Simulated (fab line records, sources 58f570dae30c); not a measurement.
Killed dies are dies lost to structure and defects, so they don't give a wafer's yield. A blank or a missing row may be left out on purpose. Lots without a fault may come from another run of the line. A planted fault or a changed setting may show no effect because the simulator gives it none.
fab line records | flow berkeley_cmos170
record lots=5 wafers=15 last_day=12
route steps=331 shown FIELD@92 SACOX@97 SCREENOX@100 NVT@104 PVT@115 GATE@125
lots that met no fault: from a run of the same line without faults
start_h: hours from the record's first day to the start of the lot's first wafer shown | wait_h: hours since the lot's step before | " the same as in the row above | L1.1+2: a row that stands for several wafers | - no value, or no start given | * or withheld: withheld | < > ~ a bound
route shown NAME@n: a module of which the file shows steps, and the number in the route of the first | usual: mean/standard deviation of fault-free wafers | same: alike in all rows | chamber/n: place in a boat | sites: the reading at each site | _std_site: their standard deviation | _edge_site: outer sites' mean less inner sites' | radius_mm: how far each site lies from the wafer's centre | mask NAME#n: copy n | behind: the tool/chamber that last shaped the wafer | hold: why the lot was held/for how many hours/how that ended | device: the transistor (n, p or np) that didn't switch | end of line: the same wafers' tests at the end of the route | a step without rows: its recipe alone | killed: dies lost to structure and defects at the first sort, not the wafer's yield | map: a wafer's dies, x killed, . not, _ none there
set.NAME: the setting as run; set.NAME@STEP: as run at that earlier step | model.NAME: the simulator's own value behind a step, which no gauge read
lots at some steps of the route; a table a step, a row a wafer
services: from which hour (start_h, from the record's first day; less than 0 if before it) a tool's chamber was out of use, for how many hours, and why
## steps
# step UCB170_FIELD_ANNEAL_03
# recipe temp_c=1000 time_s=1200 ambient=N2
# columns lot.wafer tool chamber start_h wait_h
L078.2+4+5 furnace-02 0 122.15 2.3
L081.3+4+5 furnace-02 0 143.03 2.9
L083.1+3+5 furnace-02 0 143.03 2.9
L094.2+3+5 furnace-04 0 204.17 1.6
L095.1+2+6 furnace-04 0 204.17 1.7
# step UCB170_FIELD_WET_ETCH_04
# recipe chemistry=dHF dilution=10:1 target=SiO2 temp_c=25 time_s=60
# columns lot.wafer tool chamber start_h wait_h
L078.2+4+5 wet_bench-04 3 123.48 0.0
L081.3+4+5 wet_bench-04 1 144.61 0.2
L083.1+3+5 wet_bench-04 3 144.61 0.2
L094.2+3+5 wet_bench-04 1 205.54 0.0
L095.1+2+6 wet_bench-04 0 205.54 0.0
# step UCB170_FIELD_WET_ETCH_05
# recipe chemistry=H3PO4 target=Si3N4 temp_c=160 time_s=12600
# columns lot.wafer tool chamber start_h wait_h
L078.2+4+5 wet_bench-03 0 123.51 0.0
L081.3+4+5 wet_bench-04 1 144.64 0.0
L083.1+3+5 wet_bench-04 3 144.64 0.0
L094.2+3+5 wet_bench-04 0 205.57 0.0
L095.1+2+6 wet_bench-04 2 205.57 0.0
# step UCB170_FIELD_WET_ETCH_06
# recipe chemistry=BOE dilution=5:1 target=SiO2 temp_c=25 time_s=22
# columns lot.wafer tool chamber start_h wait_h
L078.2+4+5 wet_bench-04 1 127.02 0.0
L081.3+4+5 wet_bench-04 1 148.85 0.4
L083.1+3+5 wet_bench-04 1 148.85 0.4
L094.2+3+5 wet_bench-04 1 209.08 0.0
L095.1+2+6 wet_bench-04 3 209.08 0.0
# step UCB170_FIELD_THK_MEAS_90
# recipe reads=SiO2_of_FIELD_OXIDATION_01
# usual FIELD_OXIDE_LEFT_1_THK=448/10
# columns lot.wafer tool chamber start_h wait_h FIELD_OXIDE_LEFT_1_THK[nm]
L078.2 film_metro-04 - 127.10 0.1 449
L078.4 " - " " 454
L078.5 " - " " 451
L083.1 film_metro-02 - 148.88 0.0 438
L083.3 " - " " 432
L083.5 " - " " 432
L081.3 film_metro-03 - 148.90 0.0 444
L081.4 " - " " 444
L081.5 " - " " 452
L095.1 film_metro-02 - 209.09 0.0 436
L095.2 " - " " 447
L095.6 " - " " 448
L094.2 film_metro-03 - 209.14 0.1 456
L094.3 " - " " 450
L094.5 " - " " 451
# step UCB170_SACOX_CLEAN_00
# recipe chemistry=dHF dilution=25:1 time_s=7.5
# columns lot.wafer tool chamber start_h wait_h
L078.2+4+5 wet_bench-04 0 127.15 0.0
L081.3+4+5 wet_bench-04 1 149.65 0.7
L083.1+3+5 wet_bench-04 1 149.65 0.8
L094.2+3+5 wet_bench-04 3 209.29 0.1
L095.1+2+6 wet_bench-04 3 209.29 0.2
# step UCB170_SACOX_OXIDATION_01
# recipe temp_c=900 ambient=O2 target_thk_a=144 ox_time_s=2400
# usual ox_temp_c=899.9/0.35
# columns lot.wafer tool chamber start_h wait_h ox_temp_c
L078.2 furnace-01 0 134.22 7.1 899.8
L078.4 " 0 " " 899.8
L078.5 " 0 " " 900.1
L081.3 furnace-02 0 152.65 3.0 899.9
L081.4 " 0 " " 900.6
L081.5 " 0 " " 900.6
L083.1 furnace-02 0 152.65 3.0 899.9
L083.3 " 0 " " 900.4
L083.5 " 0 " " 899.6
L094.2 furnace-04 0 212.53 3.2 900.2
L094.3 " 0 " " 899.4
L094.5 " 0 " " 899.7
L095.1 furnace-04 0 212.53 3.2 900.0
L095.2 " 0 " " 900.2
L095.6 " 0 " " 900.1
# step UCB170_SACOX_THK_MEAS_02
# recipe reads=SiO2_of_SACOX_OXIDATION_01
# usual SACOX_OXIDE_THK=14.52/0.23
# columns lot.wafer tool chamber start_h wait_h SACOX_OXIDE_THK[nm]
L078.2 film_metro-04 - 135.90 0.0 14.92
L078.4 " - " " 14.66
L078.5 " - " " 14.97
L083.1 film_metro-02 - 154.32 0.0 14.64
L083.3 " - " " 14.74
L083.5 " - " " 14.79
L081.3 film_metro-01 - 154.34 0.0 14.54
L081.4 " - " " 14.58
L081.5 " - " " 14.45
L095.1 film_metro-02 - 214.20 0.0 14.43
L095.2 " - " " 14.55
L095.6 " - " " 14.41
L094.2 film_metro-01 - 214.21 0.0 14.65
L094.3 " - " " 14.57
L094.5 " - " " 14.54
# step UCB170_SCREENOX_WET_ETCH_00
# recipe chemistry=dHF dilution=25:1 target=SiO2 temp_c=25 time_s=200
# columns lot.wafer tool chamber start_h wait_h
L078.2+4+5 wet_bench-02 2 135.95 0.0
L083.1+3+5 wet_bench-04 1 154.38 0.1
L081.3+4+5 wet_bench-02 3 154.38 0.0
L094.2+3+5 wet_bench-04 1 214.26 0.0
L095.1+2+6 wet_bench-04 1 214.26 0.1
# step UCB170_SCREENOX_OXIDATION_01
# recipe temp_c=906.1 ambient=O2 target_thk_a=144 ox_time_s=2400
# usual ox_temp_c=906.0/0.35
# columns lot.wafer tool chamber start_h wait_h ox_temp_c
L078.2 furnace-01 0 141.47 5.5 906.1
L078.4 " 0 " " 906.7
L078.5 " 0 " " 905.9
L081.3 furnace-02 0 158.52 4.1 905.8
L081.4 " 0 " " 905.0
L081.5 " 0 " " 906.4
L083.1 furnace-02 0 158.52 4.0 906.3
L083.3 " 0 " " 906.1
L083.5 " 0 " " 906.0
L094.2 furnace-04 0 217.05 2.7 906.4
L094.3 " 0 " " 906.5
L094.5 " 0 " " 906.1
L095.1 furnace-04 0 217.05 2.7 905.9
L095.2 " 0 " " 905.9
L095.6 " 0 " " 905.7
# step UCB170_SCREENOX_THK_MEAS_02
# recipe reads=SiO2_of_SCREENOX_OXIDATION_01
# usual SCREENOX_OXIDE_THK=15.35/0.28
# columns lot.wafer tool chamber start_h wait_h SCREENOX_OXIDE_THK[nm]
L078.2 film_metro-03 - 143.15 0.0 15.60
L078.4 " - " " 15.57
L078.5 " - " " 15.54
L083.1 film_metro-01 - 160.18 0.0 15.25
L083.3 " - " " 14.98
L083.5 " - " " 15.05
L081.3 film_metro-02 - 160.20 0.0 14.98
L081.4 " - " " 15.07
L081.5 " - " " 15.26
L095.1 film_metro-03 - 218.72 0.0 15.22
L095.2 " - " " 15.31
L095.6 " - " " 15.13
L094.2 film_metro-03 - 218.79 0.1 15.32
L094.3 " - " " 15.30
L094.5 " - " " 15.31
# step UCB170_SCREENOX_ANNEAL_03
# recipe temp_c=900 time_s=900 ambient=N2
# columns lot.wafer tool chamber start_h wait_h
L078.2+4+5 furnace-02 0 145.70 2.5
L081.3+4+5 furnace-04 0 163.33 3.1
L083.1+3+5 furnace-04 0 163.33 3.1
L094.2+3+5 furnace-01 0 223.39 4.6
L095.1+2+6 furnace-01 0 223.39 4.7
# step UCB170_NVT_HMDS_00
# recipe prime_time_s=60 prime_temp_c=100
# columns lot.wafer tool chamber start_h wait_h
L078.2+4+5 litho_track-01 0 147.31 0.4
L081.3+4+5 litho_track-03 0 164.63 0.1
L083.1+3+5 litho_track-04 0 165.07 0.5
L095.1+2+6 litho_track-03 0 224.64 0.0
L094.2+3+5 litho_track-01 0 224.66 0.0
# step UCB170_NVT_COAT_01
# recipe resist=KrF spin_rpm=1500 resist_thk_nm=900
# columns lot.wafer tool chamber start_h wait_h
L078.2+4+5 litho_track-01 0 147.46 0.1
L081.3+4+5 litho_track-03 0 164.78 0.1
L083.1+3+5 litho_track-04 0 165.22 0.1
L095.1+2+6 litho_track-03 0 224.79 0.1
L094.2+3+5 litho_track-01 0 224.81 0.1
# step UCB170_NVT_SOFTBAKE_02
# recipe resist=KrF temp_c=130 time_s=60
# columns lot.wafer tool chamber start_h wait_h
L078.2+4+5 litho_track-01 0 147.61 0.1
L081.3+4+5 litho_track-03 0 164.93 0.1
L083.1+3+5 litho_track-04 0 165.37 0.1
L095.1+2+6 litho_track-03 0 224.94 0.1
L094.2+3+5 litho_track-01 0 224.96 0.1
# step UCB170_NVT_EXPOSE_03
# recipe mask_id=PWELL target_cd_nm=3000 na=0.5 sigma_outer=0.6 source_shape=conventional dose_mj=30
# columns lot.wafer tool chamber start_h wait_h mask
L078.2+4+5 krf_scanner-02 0 147.88 0.2 PWELL#0
L081.3+4+5 krf_scanner-01 0 165.16 0.2 PWELL#0
L083.1+3+5 krf_scanner-01 0 165.60 0.2 PWELL#0
L095.1+2+6 krf_scanner-02 0 225.09 0.1 PWELL#0
L094.2+3+5 krf_scanner-02 0 225.22 0.2 PWELL#0
# step UCB170_NVT_PEB_04
# recipe peb_temp_c=130 peb_time_s=withheld resist=KrF
# columns lot.wafer tool chamber start_h wait_h
L078.2+4+5 litho_track-03 0 148.48 0.6
L081.3+4+5 litho_track-03 0 165.98 0.8
L083.1+3+5 litho_track-04 0 166.24 0.6
L095.1+2+6 litho_track-01 0 225.54 0.4
L094.2+3+5 litho_track-01 0 225.84 0.6
# step UCB170_NVT_DEVELOP_05
# recipe developer=TMAH develop_time_s=45 resist=KrF dev_temp_c=21
# same develop_time_s=45
# columns lot.wafer tool chamber start_h wait_h
L078.2+4+5 litho_track-03 0 - -
L081.3+4+5 litho_track-03 0 - -
L083.1+3+5 litho_track-04 0 - -
L095.1+2+6 litho_track-01 0 - -
L094.2+3+5 litho_track-01 0 - -
# step UCB170_NVT_OVL_MEAS_06
# usual NVT_OVL=1/6.6
# columns lot.wafer tool chamber start_h wait_h NVT_OVL[nm]
L078.2 overlay-01 - 148.74 - -5
L078.4 " - " " -7
L078.5 " - " " 8
L081.3 overlay-01 - 166.22 - -8
L081.4 " - " " 0
L081.5 " - " " 2
L083.1 overlay-02 - 166.52 - -14
L083.3 " - " " -17
L083.5 " - " " -15
L095.1 overlay-01 - 225.81 - -3
L095.2 " - " " 3
L095.6 " - " " 2
L094.2 overlay-01 - 226.09 - 9
L094.3 " - " " 4
L094.5 " - " " 3
# step UCB170_NVT_IMPLANT_07
# recipe species=BF2 dose_cm2=3e+12 energy_kev=50 tilt_deg=7
# usual tilt_deg=7.004/0.019
# columns lot.wafer tool chamber start_h wait_h tilt_deg
L078.2 implanter-04 0 148.79 0.0 6.974
L078.4 " 0 " " 6.985
L078.5 " 0 " " 6.984
L081.3 implanter-03 0 166.29 0.1 7.015
L081.4 " 0 " " 6.990
L081.5 " 0 " " 7.023
L083.1 implanter-02 0 166.55 0.0 7.008
L083.3 " 0 " " 6.988
L083.5 " 0 " " 7.012
L095.1 implanter-04 0 225.85 0.0 7.020
L095.2 " 0 " " 6.957
L095.6 " 0 " " 6.985
L094.2 implanter-04 0 226.18 0.1 6.993
L094.3 " 0 " " 6.978
L094.5 " 0 " " 7.007
# step UCB170_NVT_STRIP_08
# recipe chemistry=O2 power_w=400 pressure_mtorr=3500 platen_temp_c=withheld o2_flow_sccm=400 overash_fraction=0.5
# usual drypump_motor_current_A=5.7/0.39 oes_product_au=0.735/0.0041 strip_time_to_endpoint_s=21.60/0.067
# columns lot.wafer tool chamber start_h wait_h drypump_motor_current_A oes_product_au rf_hours_counter_h strip_time_to_endpoint_s
L078.2 plasma_asher-03 0 148.92 0.1 5.7 0.730 44 21.69
L078.4 " 0 " " 5.7 0.736 - 21.67
L078.5 " 0 " " 5.7 0.734 - 21.68
L081.3 plasma_asher-04 0 166.43 0.1 6.0 0.731 - 21.57
L081.4 " 1 " " 6.1 0.735 - 21.63
L081.5 " 0 " " 6.0 0.738 - 21.58
L083.1 plasma_asher-03 0 166.70 0.1 5.7 0.740 47 21.54
L083.3 " 0 " " 5.7 0.730 - 21.54
L083.5 " 0 " " 5.7 0.736 - 21.68
L095.1 plasma_asher-04 1 226.00 0.1 6.1 0.730 47 21.64
L095.2 " 0 " " 6.0 0.734 47 21.65
L095.6 " 1 " " 6.1 0.736 - 21.68
L094.2 plasma_asher-01 1 226.30 0.1 5.1 0.731 14 21.70
L094.3 " 1 " " 5.1 0.738 - 21.69
L094.5 " 1 " " 5.1 0.735 - 21.77
# step UCB170_NVT_TW_MEAS_09
# usual NVT_TW=524/5.4
# columns lot.wafer tool chamber start_h wait_h NVT_TW
L078.2 film_metro-01 - 149.03 0.1 517
L078.4 " - " " 517
L078.5 " - " " 516
L081.3 film_metro-01 - 166.51 0.1 514
L081.4 " - " " 516
L081.5 " - " " 515
L083.1 film_metro-03 - 166.80 0.1 525
L083.3 " - " " 526
L083.5 " - " " 528
L095.1 film_metro-04 - 226.10 0.1 526
L095.2 " - " " 528
L095.6 " - " " 528
L094.2 film_metro-04 - 226.41 0.1 526
L094.3 " - " " 525
L094.5 " - " " 525
# step UCB170_NVT_CLEAN_10
# recipe chemistry=SPM temp_c=120 time_s=600
# columns lot.wafer tool chamber start_h wait_h
L078.2+4+5 wet_bench-01 0 151.23 2.2
L081.3+4+5 wet_bench-02 3 168.91 2.4
L083.1+3+5 wet_bench-02 2 168.91 2.1
L095.1+2+6 wet_bench-02 0 226.41 0.3
L094.2+3+5 wet_bench-02 2 226.60 0.2
# step UCB170_PVT_HMDS_00
# recipe prime_time_s=60 prime_temp_c=100
# columns lot.wafer tool chamber start_h wait_h
L078.2+4+5 litho_track-02 0 151.43 0.0
L081.3+4+5 litho_track-02 0 169.54 0.5
L083.1+3+5 litho_track-02 0 169.94 0.9
L095.1+2+6 litho_track-03 0 227.61 1.0
L094.2+3+5 litho_track-04 0 227.91 1.1
# step UCB170_PVT_COAT_01
# recipe resist=KrF spin_rpm=1500 resist_thk_nm=885.6
# columns lot.wafer tool chamber start_h wait_h
L078.2+4+5 litho_track-02 0 151.58 0.1
L081.3+4+5 litho_track-02 0 169.69 0.1
L083.1+3+5 litho_track-02 0 170.09 0.1
L095.1+2+6 litho_track-03 0 227.76 0.1
L094.2+3+5 litho_track-04 0 228.06 0.1
# step UCB170_PVT_SOFTBAKE_02
# recipe resist=KrF temp_c=130 time_s=60
# columns lot.wafer tool chamber start_h wait_h
L078.2+4+5 litho_track-02 0 151.73 0.1
L081.3+4+5 litho_track-02 0 169.84 0.1
L083.1+3+5 litho_track-02 0 170.24 0.1
L095.1+2+6 litho_track-03 0 227.91 0.1
L094.2+3+5 litho_track-04 0 228.21 0.1
# step UCB170_PVT_EXPOSE_03
# recipe mask_id=NWELL target_cd_nm=3000 na=0.5 sigma_outer=0.6 source_shape=conventional dose_mj=30
# columns lot.wafer tool chamber start_h wait_h mask
L078.2+4+5 krf_scanner-01 0 152.00 0.2 NWELL#0
L081.3+4+5 krf_scanner-02 0 170.20 0.3 NWELL#0
L083.1+3+5 krf_scanner-02 0 170.51 0.2 NWELL#0
L095.1+2+6 krf_scanner-02 0 228.06 0.1 NWELL#0
L094.2+3+5 krf_scanner-02 0 228.35 0.1 NWELL#0
# step UCB170_PVT_PEB_04
# recipe peb_temp_c=130 peb_time_s=withheld resist=KrF
# columns lot.wafer tool chamber start_h wait_h
L078.2+4+5 litho_track-02 0 152.33 0.3
L081.3+4+5 litho_track-02 0 170.89 0.7
L083.1+3+5 litho_track-02 0 171.11 0.6
L095.1+2+6 litho_track-02 0 229.02 0.9
L094.2+3+5 litho_track-03 0 229.19 0.8
# step UCB170_PVT_DEVELOP_05
# recipe developer=TMAH develop_time_s=45 resist=KrF dev_temp_c=21
# same develop_time_s=45
# columns lot.wafer tool chamber start_h wait_h
L078.2+4+5 litho_track-02 0 - -
L081.3+4+5 litho_track-02 0 - -
L083.1+3+5 litho_track-02 0 - -
L095.1+2+6 litho_track-02 0 - -
L094.2+3+5 litho_track-03 0 - -
# step UCB170_PVT_OVL_MEAS_06
# usual PVT_OVL=-4/5.3
# columns lot.wafer tool chamber start_h wait_h PVT_OVL[nm]
L078.2 overlay-01 - 152.58 - 3
L078.4 " - " " 6
L078.5 " - " " 5
L081.3 overlay-02 - 171.13 - -5
L081.4 " - " " -9
L081.5 " - " " -9
L083.1 overlay-02 - 171.39 - -8
L083.3 " - " " -9
L083.5 " - " " -10
L095.1 overlay-01 - 229.30 - 2
L095.2 " - " " -3
L095.6 " - " " 5
L094.2 overlay-02 - 229.44 - -12
L094.3 " - " " -12
L094.5 " - " " -10
# step UCB170_PVT_IMPLANT_07
# recipe species=P dose_cm2=2e+12 energy_kev=30 tilt_deg=7
# usual tilt_deg=6.999/0.02
# columns lot.wafer tool chamber start_h wait_h tilt_deg
L078.2 implanter-02 0 152.64 0.0 6.994
L078.4 " 0 " " 6.968
L078.5 " 0 " " 6.988
L081.3 implanter-02 0 171.20 0.1 7.004
L081.4 " 0 " " 7.037
L081.5 " 0 " " 6.994
L083.1 implanter-02 0 171.43 0.0 6.983
L083.3 " 0 " " 6.998
L083.5 " 0 " " 6.969
L095.1 implanter-04 0 229.33 0.0 6.995
L095.2 " 0 " " 7.012
L095.6 " 0 " " 6.993
L094.2 implanter-01 0 229.50 0.0 6.987
L094.3 " 0 " " 6.963
L094.5 " 0 " " 6.992
# step UCB170_PVT_STRIP_08
# recipe chemistry=O2 power_w=400 pressure_mtorr=3500 platen_temp_c=withheld o2_flow_sccm=400 overash_fraction=0.5
# usual drypump_motor_current_A=5.7/0.38 oes_product_au=0.734/0.0045 strip_time_to_endpoint_s=21.25/0.045
# columns lot.wafer tool chamber start_h wait_h drypump_motor_current_A oes_product_au rf_hours_counter_h strip_time_to_endpoint_s
L078.2 plasma_asher-04 1 152.76 0.1 6.1 0.734 37 21.22
L078.4 " 0 " " 6.0 0.732 - 21.29
L078.5 " 0 " " 6.0 0.731 - 21.31
L081.3 plasma_asher-02 0 171.33 0.1 5.2 0.736 - 21.32
L081.4 " 1 " " 6.1 0.740 - 21.33
L081.5 " 1 " " 6.1 0.736 - 21.29
L083.1 plasma_asher-02 0 171.58 0.1 5.3 0.732 39 21.23
L083.3 " 1 " " 6.2 0.733 - 21.23
L083.5 " 0 " " 5.3 0.730 - 21.23
L095.1 plasma_asher-02 1 229.48 0.1 6.2 0.731 46 21.27
L095.2 " 0 " " 5.3 0.738 46 21.24
L095.6 " 0 " " 5.2 0.730 - 21.26
L094.2 plasma_asher-03 0 229.62 0.1 5.7 0.737 53 21.25
L094.3 " 1 " " 5.2 0.729 - 21.19
L094.5 " 0 " " 5.7 0.728 - 21.20
# step UCB170_PVT_TW_MEAS_09
# usual PVT_TW=508.7/2.7
# columns lot.wafer tool chamber start_h wait_h PVT_TW
L078.2 film_metro-03 - 152.87 0.1 510.4
L078.4 " - " " 506.3
L078.5 " - " " 506.2
L081.3 film_metro-03 - 171.42 0.1 506.7
L081.4 " - " " 507.9
L081.5 " - " " 507.9
L083.1 film_metro-02 - 171.70 0.1 506.2
L083.3 " - " " 503.7
L083.5 " - " " 507.0
L095.1 film_metro-03 - 229.58 0.1 510.0
L095.2 " - " " 511.1
L095.6 " - " " 509.6
L094.2 film_metro-03 - 229.73 0.1 507.7
L094.3 " - " " 506.2
L094.5 " - " " 509.1
# step UCB170_GATE_WET_ETCH_00
# recipe chemistry=dHF dilution=25:1 target=SiO2 temp_c=25 time_s=200
# columns lot.wafer tool chamber start_h wait_h
L078.2+4+5 wet_bench-04 0 152.92 0.0
L081.3+4+5 wet_bench-02 0 171.51 0.1
L083.1+3+5 wet_bench-04 3 175.22 3.5
L095.1+2+6 wet_bench-04 2 229.64 0.1
L094.2+3+5 wet_bench-04 2 229.78 0.0
# step UCB170_FIELD_THK_MEAS_91
# recipe reads=SiO2_of_FIELD_OXIDATION_01
# usual FIELD_OXIDE_LEFT_2_THK=360/10
# columns lot.wafer tool chamber start_h wait_h FIELD_OXIDE_LEFT_2_THK[nm]
L078.2 film_metro-04 - 153.07 0.0 361
L078.4 " - " " 365
L078.5 " - " " 363
L081.3 film_metro-02 - 171.60 0.0 356
L081.4 " - " " 356
L081.5 " - " " 363
L083.1 film_metro-04 - 175.29 0.0 350
L083.3 " - " " 345
L083.5 " - " " 345
L095.1 film_metro-04 - 229.71 0.0 348
L095.2 " - " " 359
L095.6 " - " " 359
L094.2 film_metro-02 - 229.89 0.0 368
L094.3 " - " " 360
L094.5 " - " " 362
# step UCB170_GATE_OXIDATION_01
# recipe temp_c=850 ambient=O2 target_thk_a=66 ox_time_s=1800
# usual ox_temp_c=850.0/0.38
# columns lot.wafer tool chamber start_h wait_h ox_temp_c
L078.2 furnace-02 0 155.67 2.6 850.1
L078.4 " 0 " " 850.1
L078.5 " 0 " " 849.3
L081.3 furnace-04 0 174.37 2.8 850.9
L081.4 " 0 " " 849.9
L081.5 " 0 " " 849.9
L083.1 furnace-04 0 179.70 4.4 849.7
L083.3 " 0 " " 849.8
L083.5 " 0 " " 849.7
L094.2 furnace-02 0 232.03 2.1 850.0
L094.3 " 0 " " 849.1
L094.5 " 0 " " 849.8
L095.1 furnace-02 0 232.03 2.3 850.0
L095.2 " 0 " " 850.4
L095.6 " 0 " " 849.9
# step UCB170_GATE_THK_MEAS_02
# recipe reads=SiO2_of_GATE_OXIDATION_01
# usual GATE_OXIDE_THK=6.64/0.12
# columns lot.wafer tool chamber start_h wait_h GATE_OXIDE_THK[nm]
L078.2 film_metro-04 - 157.18 0.0 6.38
L078.4 " - " " 6.53
L078.5 " - " " 6.50
L081.3 film_metro-04 - 175.89 0.0 6.59
L081.4 " - " " 6.57
L081.5 " - " " 6.71
L083.1 film_metro-04 - 181.20 0.0 6.85
L083.3 " - " " 6.74
L083.5 " - " " 6.75
L095.1 film_metro-02 - 233.53 0.0 6.70
L095.2 " - " " 6.76
L095.6 " - " " 6.63
L094.2 film_metro-01 - 233.54 0.0 6.74
L094.3 " - " " 6.73
L094.5 " - " " 6.79
# step UCB170_GATE_ANNEAL_03
# recipe temp_c=900 time_s=1800 ambient=N2
# columns lot.wafer tool chamber start_h wait_h
L078.2+4+5 furnace-01 0 160.49 3.3
L081.3+4+5 furnace-04 0 184.22 8.3
L083.1+3+5 furnace-04 0 184.22 3.0
L094.2+3+5 furnace-02 0 237.53 4.0
L095.1+2+6 furnace-02 0 237.53 4.0
# step UCB170_GATE_CVD_04
# recipe material=poly-Si temp_c=610 precursor=SiH4 time_s=1440 pressure_mtorr=375 target_thk_nm=214 sih4_flow_sccm=120
# columns lot.wafer tool chamber start_h wait_h
L078.2+4+5 lpcvd-01 0 162.43 0.4
L081.3+4+5 lpcvd-01 0 186.87 1.2
L083.1+3+5 lpcvd-01 0 186.87 1.2
L094.2+3+5 lpcvd-01 1 239.03 0.0
L095.1+2+6 lpcvd-01 1 239.03 0.0
# step UCB170_GATE_THK_MEAS_05
# recipe reads=poly-Si_of_GATE_CVD_04
# usual GATE_POLY_THK=214.5/1.8
# columns lot.wafer tool chamber start_h wait_h GATE_POLY_THK[nm]
L078.2 film_metro-02 - 163.84 0.0 215.8
L078.4 " - " " 215.7
L078.5 " - " " 215.7
L083.1 film_metro-01 - 188.27 0.0 215.5
L083.3 " - " " 217.4
L083.5 " - " " 215.5
L081.3 film_metro-04 - 188.29 0.0 212.1
L081.4 " - " " 212.9
L081.5 " - " " 212.9
L095.1 film_metro-04 - 240.43 0.0 216.3
L095.2 " - " " 215.7
L095.6 " - " " 214.9
L094.2 film_metro-01 - 240.44 0.0 213.0
L094.3 " - " " 214.8
L094.5 " - " " 214.7
# step UCB170_GATE_COAT_06
# recipe resist=BARC temp_c=withheld time_s=withheld spin_rpm=3000 resist_thk_nm=withheld
# columns lot.wafer tool chamber start_h wait_h
L078.2+4+5 litho_track-02 0 163.91 0.1
L083.1+3+5 litho_track-02 0 188.61 0.3
L081.3+4+5 litho_track-04 0 188.76 0.5
L095.1+2+6 litho_track-04 0 241.44 1.0
L094.2+3+5 litho_track-01 0 241.45 1.0
# step UCB170_GATE_COAT_07
# recipe resist=KrF spin_rpm=1500 resist_thk_nm=900
# columns lot.wafer tool chamber start_h wait_h
L078.2+4+5 litho_track-02 0 - -
L083.1+3+5 litho_track-02 0 - -
L081.3+4+5 litho_track-04 0 - -
L095.1+2+6 litho_track-04 0 - -
L094.2+3+5 litho_track-01 0 - -
# step UCB170_GATE_SOFTBAKE_08
# recipe resist=KrF temp_c=130 time_s=60
# columns lot.wafer tool chamber start_h wait_h
L078.2+4+5 litho_track-02 0 - -
L083.1+3+5 litho_track-02 0 - -
L081.3+4+5 litho_track-04 0 - -
L095.1+2+6 litho_track-04 0 - -
L094.2+3+5 litho_track-01 0 - -
# step UCB170_GATE_EXPOSE_09
# recipe mask_id=POLY target_cd_nm=350 na=0.5 sigma_outer=0.6 source_shape=conventional dose_mj=21
# columns lot.wafer tool chamber start_h wait_h mask
L078.2+4+5 krf_scanner-01 0 164.48 - POLY#0
L083.1+3+5 krf_scanner-02 0 189.36 - POLY#0
L081.3+4+5 krf_scanner-02 0 189.52 - POLY#0
L094.2+3+5 krf_scanner-02 0 241.90 - POLY#0
L095.1+2+6 krf_scanner-01 0 242.12 - POLY#0
# step UCB170_GATE_PEB_10
# recipe peb_temp_c=130 peb_time_s=withheld resist=KrF
# columns lot.wafer tool chamber start_h wait_h
L078.2+4+5 litho_track-01 0 165.03 0.5
L083.1+3+5 litho_track-02 0 189.79 0.4
L081.3+4+5 litho_track-01 0 190.05 0.5
L094.2+3+5 litho_track-02 0 242.57 0.7
L095.1+2+6 litho_track-02 0 242.82 0.7
# step UCB170_GATE_DEVELOP_11
# recipe developer=TMAH develop_time_s=45 resist=KrF dev_temp_c=21
# same develop_time_s=45
# columns lot.wafer tool chamber start_h wait_h
L078.2+4+5 litho_track-01 0 - -
L083.1+3+5 litho_track-02 0 - -
L081.3+4+5 litho_track-01 0 - -
L094.2+3+5 litho_track-02 0 - -
L095.1+2+6 litho_track-02 0 - -
# step UCB170_GATE_CD_MEAS_12
# recipe target_cd_nm=350
# usual cd_nm=349.8/1.3
# columns lot.wafer tool chamber start_h wait_h cd_nm
L078.2 cd_sem-02 - 165.30 - 352.7
L078.4 " - " " 351.5
L078.5 " - " " 352.4
L083.1 cd_sem-01 - 190.06 - 348.8
L083.3 " - " " 348.4
L083.5 " - " " 348.7
L081.3 cd_sem-02 - 190.32 - 351.1
L081.4 " - " " 350.2
L081.5 " - " " 350.1
L094.2 cd_sem-02 - 242.84 - 349.3
L094.3 " - " " 348.4
L094.5 " - " " 349.1
L095.1 cd_sem-02 - 243.09 - 349.6
L095.2 " - " " 348.6
L095.6 " - " " 348.2
## services
# columns tool chamber start_h hours kind
krf_scanner-02 - 101.18 0.8 pm
plasma_asher-03 - 101.26 1.5 repair
furnace-02 - 101.38 3.8 pm
plasma_asher-02 - 105.68 4.4 repair
plasma_asher-04 - 110.90 6.5 repair
implanter-02 - 111.79 0.7 repair
furnace-04 - 125.43 7.6 pm
plasma_asher-02 - 128.14 28.1 pm
plasma_asher-04 - 133.46 7.6 repair
furnace-04 - 143.77 9.7 pm
implanter-02 - 147.63 2.0 repair
krf_scanner-02 - 153.91 13.2 repair
implanter-02 - 154.08 4.1 pm
krf_scanner-01 - 167.17 3.6 pm
krf_scanner-02 - 170.75 1.3 pm
krf_scanner-01 - 172.05 1.0 pm
krf_scanner-01 - 173.05 1.3 pm
furnace-01 - 175.63 11.7 pm
implanter-02 - 181.56 18.5 repair
furnace-02 - 209.62 3.2 pm
furnace-04 - 219.97 3.6 pm
implanter-02 - 225.82 1.8 repair
krf_scanner-01 - 226.34 0.8 pm
wet_bench-02 - 236.17 0.6 repair
## key
fault none
